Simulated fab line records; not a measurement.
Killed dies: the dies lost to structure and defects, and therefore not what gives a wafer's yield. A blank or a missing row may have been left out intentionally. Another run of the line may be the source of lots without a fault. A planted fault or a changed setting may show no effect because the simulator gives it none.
Problem report, 8D (eight disciplines) form, completed by code ; flow rit cmos ; the parts of the form that need people (team, actions taken, sign-off) are left out

## 1. THE PROBLEM
Across 6 wafers from 2 lots, FOX2_OXIDE_THK at RIT_FOX2_THK_MEAS_01 averages 448 nm, while fault-free wafers read 351 nm with a standard deviation of 5. Relative to the usual mean, that is a shift of +20 standard deviations.
Seen first at day 4 00:10 on film metro-04, wafer L334.2. The record has a number at this step for 42 wafers belonging to 14 lots. The rule behind "out" and "out of limits": a value lying over 4 standard deviations away from the usual mean. The rest of the wafers with a number are treated as sound.

## 2. WHAT IT IS AND WHAT IT IS NOT
question;is;is not
which readings at this step;FOX2_OXIDE_THK;-
which lots;L334, L336;L325, L326, L327, L328, L329, L330, L331, L332, L333, L335, L342, L343
which wafers of those lots;all that have a number;-
read on which gauges;film metro-01, film metro-04;film metro-02
when;from day 4 00:10;"up to then (27 sound wafers); but 9 sound wafers of L335, L342, L343 came after"

## 3. SUSPECTS, AND WHAT RULES EACH OUT
Counting: a tool at any process step up to the reading remains a suspect when it ran all the lots that are out and ran no sound lot after the first of those.
- the gauge at RIT_FOX2_THK_MEAS_01: ruled out. Those wafers that are out were read across 2 gauges (film metro-01, film metro-04).
- furnace-01 at RIT_FOX2_OXIDATION_00 (target thk 350.7 nm, ox time 1130 s): kept. Every lot that is out went through it, starting with L334 (day 3 22:50), and after that it ran no sound lot; the last sound lot it ran before then is L333 (day 3 17:51).
After counting, what remains is furnace-01 at RIT_FOX2_OXIDATION_00.

## 4. THE CAUSE (what the simulator had put in)
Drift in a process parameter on furnace-01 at RIT_FOX2_OXIDATION_00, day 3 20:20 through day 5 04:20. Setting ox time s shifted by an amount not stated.
After counting, this tool was the only one left.

## 5. THE EFFECT CHAIN, in route order
One row per reading whose mean, taken over the struck wafers that have a number, lies over 3 standard deviations from the usual. Readings are gone through only where the record gives a usual standard deviation; hours: the median, over the lots, of the time from a lot's start at the first step in this table giving one to that lot's start at this step; sigmas: the change measured in usual standard deviations.
hours;step;reading;usual;on struck wafers;change;sigmas
0;RIT_FOX2_THK_MEAS_01;FOX2_OXIDE_THK;351 nm;448;+98;+20
1;RIT_FOX2_THK_MEAS_90;FIELD_OXIDE_LEFT_1_THK;324 nm;421;+97;+19
15;RIT_FOX2_THK_MEAS_91;FIELD_OXIDE_LEFT_2_THK;256 nm;353;+97;+20

## 6. WHAT WOULD HAVE CAUGHT IT SOONER
In this record the first reading out of limits at a measuring or inspecting step was taken at day 4 00:10, 4 hours after the fault began at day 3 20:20.
Of the tool readings at RIT_FOX2_OXIDATION_00 for which the record gives a usual standard deviation, none was out on any struck wafer, so an alarm limit of 4 standard deviations on them would not have fired.
L336, from the lots that are out (2), started RIT_FOX2_OXIDATION_00 on furnace-01 later than day 4 00:10. Had the tool been put on hold then, it would have been spared.
